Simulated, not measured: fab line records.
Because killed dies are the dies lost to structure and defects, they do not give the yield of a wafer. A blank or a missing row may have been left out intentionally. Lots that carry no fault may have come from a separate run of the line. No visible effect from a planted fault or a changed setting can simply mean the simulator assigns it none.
Lot-split experiment    flow berkeley_cmos170    route with 331 steps; 5 lots, 23 wafers read

== THE SPLIT ==
At UCB170_PFIELD_IMPLANT_07, the setting dose_cm2 was moved away from the recipe's 2e+13 on 9 of the 23 wafers read, by -7.4% to +5.3%. This setting was run at the recipe's value on the other wafers.

== BETWEEN THE SPLIT AND THE READING: the file shows 1 step in between ==
- UCB170_PFIELD_STRIP_08: strips in O2

== THE READING ==
PFIELD_TW, at UCB170_PFIELD_TW_MEAS_09. Typical for fault-free wafers on this fab line: 599.3, with standard deviation 2.3.

wafer   tool, chamber at the split  dose_cm2 as run  against the recipe  PFIELD_TW  against lot-mates on the recipe
L077.1  implanter-02, 0             2.106e+13        +5.3%               609.0      +10.2
L077.2  implanter-02, 0             2.106e+13        +5.3%               606.6      +7.8
L077.3  implanter-02, 0             2e+13            recipe              598.1      -
L077.4  implanter-02, 0             2.106e+13        +5.3%               605.9      +7.1
L077.6  implanter-02, 0             2e+13            recipe              599.5      -
L076.2  implanter-03, 0             2e+13            recipe              600.2      -
L076.3  implanter-03, 0             2e+13            recipe              600.0      -
L076.4  implanter-03, 0             2e+13            recipe              598.2      -
L076.5  implanter-03, 0             2e+13            recipe              599.7      -
L076.6  implanter-03, 0             2e+13            recipe              598.1      -
L079.1  implanter-03, 0             2e+13            recipe              597.8      -
L079.3  implanter-03, 0             1.853e+13        -7.4%               586.7      -11.0
L079.4  implanter-03, 0             2e+13            recipe              597.6      -
L079.5  implanter-03, 0             1.853e+13        -7.4%               581.9      -15.8
L079.6  implanter-03, 0             1.853e+13        -7.4%               582.9      -14.8
L080.3  implanter-01, 0             2e+13            recipe              598.8      -
L080.4  implanter-01, 0             2e+13            recipe              597.2      -
L080.5  implanter-01, 0             2e+13            recipe              600.0      -
L085.1  implanter-03, 0             1.917e+13        -4.1%               597.7      -7.0
L085.2  implanter-03, 0             2e+13            recipe              604.3      -
L085.4  implanter-03, 0             2e+13            recipe              605.2      -
L085.5  implanter-03, 0             1.917e+13        -4.1%               594.9      -9.9
L085.6  implanter-03, 0             1.917e+13        -4.1%               593.7      -11.0

THE FIT
A straight line over all 23 wafers: PFIELD_TW changes by +1.73 for each +1% of dose_cm2; r = +0.92; the points scatter about the line by 2.8.
The same after taking each lot's own level away (the mean of its wafers on the recipe; 23 wafers): +1.83 for each +1%; r = +0.98; scatter 1.5.
The reading moves by 13 for the largest change in dose_cm2, on that fit.
Measured against the standard deviation above, the lots' own levels, which go from 597.70 to 604.75, span 3.1 times it.
So the lot-to-lot level changes the slope little: the two slopes agree.
Check: for one of the wafers moved furthest among these (-7.4%), held out of the fit, the line's prediction against its lot-mates is -14.6. It came out at -11 against them.

== THESE WAFERS: OTHER SPLITS ==
Note: prior to the reading, these wafers also went through further splits. Each is held against what the fit with the lots' levels taken away leaves over:
other split on the same wafers      wafers away from the commonest value  r with PFIELD_TW (lot level and that fit taken away)
UCB170_NWELL_COAT_07 resist_thk_nm  11                                    -0.13
UCB170_NWELL_IMPLANT_14 energy_kev  11                                    +0.30
UCB170_PWELL_CVD_05 pressure_mtorr  18                                    -0.15

== FILE'S OWN FIT ==
PFIELD_TW changes by +1.87 for each +1% of dose_cm2, r = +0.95.
